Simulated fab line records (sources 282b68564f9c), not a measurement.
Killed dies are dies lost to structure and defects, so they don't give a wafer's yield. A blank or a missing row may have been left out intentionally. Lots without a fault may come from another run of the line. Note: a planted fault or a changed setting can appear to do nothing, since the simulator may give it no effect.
One fault through the eyes of 2 desks | flow rit-cmos | what lay behind the numbers comes last; until then each desk has only its own

== FROM THE METROLOGY DESK ==
Lot by lot, what the gauges showed, no matter which tool ran the lot: averages of those sampled wafers that carry a number. Any lot whose mean is over 4 standard deviations away from the usual mean is out of limits and marked OUT; that distance is given in the brackets.
Columns: A = PWELL_OVL at RIT_PWELL_OVL_MEAS_06, usual 0.0 nm
lot  | first seen here | A
L722 | day 2 04:16     | -2.1
L723 | day 2 11:07     | -0.8
L724 | day 2 15:17     | -0.6
L725 | day 2 23:33     | 0.7
L726 | day 3 01:45     | 0.5
L728 | day 3 11:32     | -1.7
L732 | day 4 06:15     | -0.3
L734 | day 4 18:26     | -0.2
L735 | day 4 22:17     | 2.2
L736 | day 5 01:48     | -1.1
L738 | day 5 13:11     | 0.2
L740 | day 5 22:42     | 1.8
L741 | day 6 02:51     | 0.6
L744 | day 6 22:57     | 0.3
Finding of this desk: none of the 14 lots has anything out of limits.

== AT THE TOOL OWNER'S DESK: litho-track-01 ==
The tool's own readings at RIT_NSD_COAT_01 (resist thk 1000 nm): means of the sampled wafers that have a number, for each lot that ran on this tool. Any lot whose mean is over 4 standard deviations away from the usual mean is out of limits and marked OUT; that distance is given in the brackets.
Columns: A = spin-speed-rpm at RIT_NSD_COAT_01, usual 3249.5 rpm
lot  | first seen here | A
L722 | day 3 05:08     | 3248.9
L724 | day 3 18:41     | 3251.3
L725 | day 4 00:10     | 3305.7 (+31) OUT
L728 | day 4 14:25     | 3303.0 (+30) OUT
L744 | day 8 03:12     | 3250.5
This desk finds L725, L728 out of limits, L725 being first, at day 4 00:10 (spin-speed-rpm at RIT_NSD_COAT_01). L722, L724, L744: within limits.

== ALL TOGETHER ==
On L725, L728, at day 4 00:10, an alarm was possible from the tool owner's desk.
Nothing out of limits was seen by the metrology desk.
The metrology desk has L725, L728 on record, within its limits.
Every lot named ran RIT_NSD_COAT_01 on litho-track-01.

== WHAT THE SIMULATOR HAD INSERTED ==
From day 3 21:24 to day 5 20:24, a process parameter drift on litho-track-01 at RIT_NSD_COAT_01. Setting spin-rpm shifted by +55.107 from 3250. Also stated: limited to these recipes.
Struck lots among those shown: L725, L728.
Each desk's first reading out of limits, in hours after the fault started: the tool owner's desk, 3.
